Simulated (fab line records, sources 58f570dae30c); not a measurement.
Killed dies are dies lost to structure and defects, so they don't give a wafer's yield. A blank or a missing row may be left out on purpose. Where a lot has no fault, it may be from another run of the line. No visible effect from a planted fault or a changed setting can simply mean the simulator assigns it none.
The tool behind it: which one?    flow berkeley-cmos170    7 lots, 21 wafers sampled, at 1 step of a route of 331

## WHAT THE GAUGES READ, wafer by wafer
UCB170_SCREENOX_THK_MEAS_02.
lot   measured     on             SCREENOX_OXIDE_THK (nm)
L164  day 5 08:11  film-metro-03  14.54 14.57 14.46
L166  day 5 20:20  film-metro-04  14.41 14.61 14.50
L173  day 7 01:28  film-metro-03  14.35 14.35 14.50
L175  day 7 08:25  film-metro-02  14.33 14.25 14.53
L177  day 8 01:07  film-metro-03  14.70 14.90 14.85
L181  day 9 00:07  film-metro-03  14.15 14.23 14.26
L184  day 9 14:02  film-metro-04  14.07 13.99 13.97

## WHICH TOOL RAN EACH LOT (tool, then ch and the chambers of the sampled wafers, then the start)
Record: no process step prior to these readings.

## THE ANSWER, worked out from the rows above alone
Rule: what is usual is taken from the lots themselves. The widest of any qualifying gaps counts: lots, ordered by their means at a reading, are off when they make up no more than a third of the lots, leave a main group of 4 or more, and stand apart from it by 3 or more times the standard deviation of that group's means. A main group is skipped when, at the precision printed for the reading in the tables above, its means are all equal. A lot without any number at a reading at which 4 lots or more have one is off too. Any other lot the step has rows for is counted as sound.
No lot is off at any reading shown: from this, nothing can be told.

## WHAT THE SIMULATOR HAD INSERTED
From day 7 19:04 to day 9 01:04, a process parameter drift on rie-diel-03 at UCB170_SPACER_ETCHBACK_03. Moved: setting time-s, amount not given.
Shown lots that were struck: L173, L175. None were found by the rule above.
